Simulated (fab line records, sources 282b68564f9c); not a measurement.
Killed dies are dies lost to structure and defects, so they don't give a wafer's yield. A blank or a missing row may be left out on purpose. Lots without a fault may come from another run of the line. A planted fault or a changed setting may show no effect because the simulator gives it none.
Problem report in the 8D (eight disciplines) form, filled by code | flow rit_cmos | the parts of the form that need people (team, actions taken, sign-off) are left out

1. THE PROBLEM
killed_at_M0_to_M3 at RIT_M1_PROBE_99 reads a mean of 38.2 on 6 wafers of 2 lots; wafers without a fault read 0.0 with a standard deviation of 0.083. That is +99 or more standard deviations from the usual mean.
First seen on wafer L150.3, day 5 18:11, on prober-01. The record holds 12 wafers of 4 lots with a number at this step. Rule for "out", or "out of limits": more than 4 standard deviations from the usual mean. The other wafers with a number count as sound.

2. WHAT IT IS AND WHAT IT IS NOT
question                    | is                                                                                                                            | is not
which readings at this step | killed_at_M0_to_M3, defect_limited_yield, killed_dies, sort_bin_3_pad_short, sort_bin_5_function, sort_n_pass, sort_yield_pct | killed_at_contacts, killed_at_front_end, killed_short
which lots                  | L150, L153                                                                                                                    | L143, L144
which wafers of those lots  | all that have a number                                                                                                        | -
read on which tools         | prober-01, prober-02                                                                                                          | -
when                        | from day 5 18:11                                                                                                              | up to then (6 sound wafers)

3. SUSPECTS, AND WHAT RULES EACH OUT
Counting: a tool at a process step up to the reading stays a suspect if it ran every lot that is out and no sound lot after the first of them.
- wet_bench-01 at RIT_M1_STRIP_13 (strips in nmp, time 600 s): kept. It ran every lot that is out, first L150 (day 5 15:59), and no sound lot after that.
Left after counting: wet_bench-01 at RIT_M1_STRIP_13.

4. THE CAUSE (what the simulator had put in)
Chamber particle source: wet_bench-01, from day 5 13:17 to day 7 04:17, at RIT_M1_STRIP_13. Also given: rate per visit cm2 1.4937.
Counting left only this tool.

5. THE CHAIN OF EFFECTS, in route order
Each row: a reading whose mean over the struck wafers that have a number lies more than 3 standard deviations from the usual. Only readings for which the record gives a usual standard deviation are gone through. hours: the time from each lot's start at the first step in this table that gives one to its start at this step, as a median over the lots. sigmas: the change in usual standard deviations.
hours | step            | reading              | usual  | on struck wafers | change | sigmas
0     | RIT_M1_PROBE_99 | defect_limited_yield | 97.2 % | 83.3             | -13.9  | -12
0     | RIT_M1_PROBE_99 | killed_at_M0_to_M3   | 0.0    | 38.2             | +38.2  | +99 or more
0     | RIT_M1_PROBE_99 | killed_dies          | 7      | 44               | +37    | +12
0     | RIT_M1_PROBE_99 | sort_bin_3_pad_short | 0.1 %  | 4.1              | +4.0   | +18
0     | RIT_M1_PROBE_99 | sort_bin_5_function  | 1.7 %  | 9.6              | +7.9   | +9.8
0     | RIT_M1_PROBE_99 | sort_bin_6_memory    | 1.0 %  | 3.0              | +2.0   | +3.2
0     | RIT_M1_PROBE_99 | sort_n_pass          | 257    | 220              | -37    | -12
0     | RIT_M1_PROBE_99 | sort_yield_pct       | 97.2 % | 83.3             | -13.9  | -12
The process steps in it:
- RIT_M1_PROBE_99

6. WHAT WOULD HAVE CAUGHT IT SOONER
In this record the first reading out of limits was taken at day 5 18:11, 5 hours after the fault began at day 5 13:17.
Of the lots that are out (2), L153 began RIT_M1_STRIP_13 on wet_bench-01 after day 5 18:11. A hold on the tool at that time would have spared it.
